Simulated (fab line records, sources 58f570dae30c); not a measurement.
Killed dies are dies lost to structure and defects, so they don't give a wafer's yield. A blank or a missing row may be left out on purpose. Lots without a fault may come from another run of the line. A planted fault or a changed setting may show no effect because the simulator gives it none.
A struck lot beside a sound one | flow berkeley_cmos170 | 21 steps out of a route of 331
Sound: wafers L591.1, L591.2, L591.3. Struck: wafers L600.1, L600.5, L600.6. The cause comes at the end.
At each step with rows: each side's tool, then ch and its chambers, then its first start. Under that, the readings that differ: sound wafers | struck wafers | difference of the means | sigmas: that difference in standard deviations of wafers without a fault.
alike: readings whose means differ by less than 2 such deviations, and words and numbers that are the same on both sides. not compared: withheld readings, readings that some wafer has no value for, bounds like >300 that may hide the same value, and numbers for which the record gives no deviation and whose values overlap.
The two part at a step that has a row with sigmas, a row that says differs or no value, or rows on one side only. Numbers that don't overlap but have no deviation are shown without sigmas and don't part them. A reading that every wafer of one side lacks parts them only if that side has two wafers or more.

UCB170_M1_METAL_ETCH_12: etches Al in Cl2/BCl3, stops on PSG, target depth 780 nm, time 130 s.
  sound on rie_metal-01 ch 0,1, day 8 04:49; struck on rie_metal-02 ch 0,1, day 9 11:24
  alike: drypump_motor_current_A, oes_product_au, throttle_valve_pct
  not compared: rf_hours_counter_h
UCB170_M1_STRIP_13: strips in O2.
  sound on plasma_asher-03 ch 0,1, day 8 04:57; struck on plasma_asher-02 ch 0,1, day 9 11:32
  alike: drypump_motor_current_A, o2_flow_sccm, oes_product_au
  not compared: rf_hours_counter_h
UCB170_M1_CD_MEAS_90: target cd 700 nm.
  sound on cd_sem-01, day 8 05:03; struck on cd_sem-01, day 9 11:42
  alike: cd_nm
then, 1 step without rows for these wafers: UCB170_M1_ANNEAL_14 (time 1200 s).
UCB170_V1_CVD_00: deposits SiO2 from TEOS/O2, target thk 2000 nm, time 250 s.
  sound on pecvd-03 ch 0,1,2, day 8 10:58; struck on pecvd-03 ch 1,2, day 9 16:02
  alike: heater_power_w
UCB170_V1_THK_MEAS_01:
  sound on film_metro-04, day 8 11:08; struck on film_metro-03, day 9 16:11
  alike: V1_TEOS_THK
UCB170_V1_CMP_02: polishes SiO2.
  sound on cmp-02 ch 1,2,3, day 8 11:14; struck on cmp-02 ch 1,2,3, day 9 16:24
  alike: motor_current_A, slurry_filter_dp_kPa
UCB170_V1_BOW_MEAS_03:
  sound on film_metro-01, day 8 11:29; struck on film_metro-01, day 9 16:33
  alike: V1_BOW
UCB170_V1_THK_MEAS_04:
  sound on film_metro-01, day 8 11:37; struck on film_metro-01, day 9 16:40
  alike: V1_POLISHED_THK
then, 3 steps without rows for these wafers: UCB170_V1_CLEAN_05 (cleans in DIW); UCB170_V1_HMDS_06 (prime time 60 s); UCB170_V1_COAT_07 (resist thk 900 nm).
UCB170_V1_SOFTBAKE_08: time 60 s.
  sound on litho_track-02 ch 0, day 8 12:47; struck on litho_track-01 ch 0, day 9 17:15
  reading                             | sound                | struck               | difference | sigmas
  heater_power_total_W (W)            | 56.79 56.81 56.77    | 62.76 62.79 62.77    | +5.98      | +99 or more
  plate_temp_C (C)                    | 130.14 129.96 130.01 | 140.34 140.33 140.44 | +10.33     | +79
  model.KrF_of_V1_COAT_07.thk_nm (nm) | 902.7 901.2 899.3    | 890.2 889 891        | -11.0      |
  alike: chill_plate_temp_C
then, 3 steps without rows for these wafers: UCB170_V1_EXPOSE_09 (exposes mask VIA1, target cd 700 nm); UCB170_V1_PEB_10; UCB170_V1_DEVELOP_11 (develop time 45 s).
UCB170_V1_CD_MEAS_12: target cd 700 nm.
  sound on cd_sem-02, day 8 13:19; struck on cd_sem-02, day 9 17:55
  reading    | sound             | struck            | difference | sigmas
  cd_nm (nm) | 696.6 696.2 697.2 | 730.9 731.8 731.1 | +34.6      | +22
UCB170_V1_OVL_MEAS_13:
  sound on overlay-02, day 8 13:26; struck on overlay-02, day 9 18:02
  reading     | sound   | struck   | difference | sigmas
  V1_OVL (nm) | 6 -3 -4 | 11 14 15 | +14        | +2
UCB170_V1_ETCH_14: etches SiO2 in CHF3/CF4/Ar, stops on Al, target depth 1250 nm, time 279.2 s.
  sound on rie_diel-04 ch 1,2,3, day 8 13:29; struck on rie_diel-04 ch 0,1,3, day 9 18:04
  reading                             | sound           | struck            | difference | sigmas
  model.V1.cd_nm (nm)                 | 697 695.6 697.4 | 729.8 729.7 731.8 | +33.8      |
  model.KrF_of_V1_COAT_07.thk_nm (nm) | 621 624.6 619.3 | 617.2 615.5 611.2 | -7.0       |
  alike: drypump_motor_current_A, oes_product_au, throttle_valve_pct
  not compared: rf_hours_counter_h
UCB170_V1_STRIP_15: strips in O2.
  sound on plasma_asher-01 ch 0,1, day 8 13:40; struck on plasma_asher-01 ch 0,1, day 9 18:14
  alike: drypump_motor_current_A, o2_flow_sccm, oes_product_au, strip_time_to_endpoint_s
  not compared: rf_hours_counter_h
UCB170_M3_PROBE_99:
  the record has rows for the sound wafers here (prober-01, day 8 23:49) and none for the struck ones

WHERE THEY PART
First at UCB170_V1_SOFTBAKE_08; last, within this record, at UCB170_M3_PROBE_99.

WHY: what the simulator had put in
Process parameter drift: litho_track-01, from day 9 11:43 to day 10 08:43, at UCB170_V1_SOFTBAKE_08. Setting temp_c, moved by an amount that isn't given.
